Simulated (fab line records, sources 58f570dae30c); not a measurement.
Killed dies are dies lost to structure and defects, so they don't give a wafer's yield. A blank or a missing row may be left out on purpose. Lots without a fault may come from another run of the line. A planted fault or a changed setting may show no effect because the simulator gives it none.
Which tool did it? | flow berkeley_cmos170 | 14 lots, 40 wafers sampled, at 1 step of a route of 331

WHAT THE GAUGES READ, wafer by wafer
The record holds no reading of a measuring or inspecting step that can be judged against a usual standard deviation.

WHICH TOOL RAN EACH LOT (tool, then ch and the chambers of the sampled wafers, then the start)
lot  | UCB170_M2_HMDS_04
L299 | litho_track-01 ch 0, day 8 22:08
L298 | litho_track-04 ch 0, day 8 22:11
L301 | litho_track-02 ch 0, day 8 22:26
L300 | litho_track-02 ch 0, day 8 23:23
L303 | litho_track-04 ch 0, day 9 22:04
L305 | litho_track-02 ch 0, day 10 00:11
L306 | litho_track-04 ch 0, day 10 13:23
L312 | litho_track-04 ch 0, day 11 00:40
L316 | litho_track-01 ch 0, day 12 00:00
L315 | litho_track-04 ch 0, day 12 02:34
L317 | litho_track-04 ch 0, day 12 21:08
L321 | litho_track-02 ch 0, day 13 07:20
L320 | litho_track-01 ch 0, day 13 08:55
L319 | litho_track-02 ch 0, day 13 13:41
- UCB170_M2_HMDS_04: prime time 60 s.

WHAT THE TOOLS THEMSELVES READ (means of the sampled wafers that have a number; where no wafer has one, the mark that the record gives instead)
UCB170_M2_HMDS_04.
lot  | tool           | prime_temp_c (C) | resist_line_temp_C (C)
L299 | litho_track-01 | 100.05           | 22.85
L298 | litho_track-04 | 99.86            | 22.88
L301 | litho_track-02 | 100.00           | 23.11
L300 | litho_track-02 | 100.04           | 23.01
L303 | litho_track-04 | 99.77            | 22.97
L305 | litho_track-02 | 99.88            | 22.95
L306 | litho_track-04 | 99.95            | 22.93
L312 | litho_track-04 | 100.11           | 22.91
L316 | litho_track-01 | 100.03           | 22.90
L315 | litho_track-04 | 99.39            | 23.11
L317 | litho_track-04 | 99.38            | 22.91
L321 | litho_track-02 | 99.85            | 22.94
L320 | litho_track-01 | 100.03           | 22.98
L319 | litho_track-02 | 99.94            | 23.02

THE ANSWER, worked out from the rows above alone
Rule: what is usual is taken from the lots themselves. Put in order of their means at a reading, lots are off if they are a third of the lots or fewer, leave a main group of 4 or more, and stand apart from it by a gap of 3 or more times the standard deviation of the main group's means; of several such gaps the widest counts. A main group whose means are all the same, to the digits that the tables above print for the reading, isn't used. A lot without any number at a reading at which 4 lots or more have one is off too. The other lots that the step has rows for count as sound. The gauges are gone through in route order, then the tools' own readings, and for those a lot's mean is taken as printed above. The first step at which some lot is off is used, and at that step the reading that is off furthest; a lot without a number counts as furthest.
Off: L315, L317, at UCB170_M2_HMDS_04 (prime_temp_c). The main group: mean 99.96 C, standard deviation 0.097.
A tool fits if, at that step or a process step before it, it ran every lot that is off, and no sound lot after the first of them. One fits: litho_track-04 at UCB170_M2_HMDS_04. Its last sound lot is L312 (day 11 00:40), its first lot that is off L315 (day 12 02:34): a fault that began between those two fits.
The tool's own readings at UCB170_M2_HMDS_04 bear it out: on the lots that are off they differ by more than 5 times the standard deviation of the sound lots' means. prime_temp_c reads 99.38 C there against 99.96 C on the sound lots.

WHAT THE SIMULATOR HAD PUT IN
Process parameter drift: litho_track-04, from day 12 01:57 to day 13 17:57, at UCB170_M2_HMDS_04. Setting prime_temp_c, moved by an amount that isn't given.
Lots struck among those shown: L315, L317. The rule above found the same.
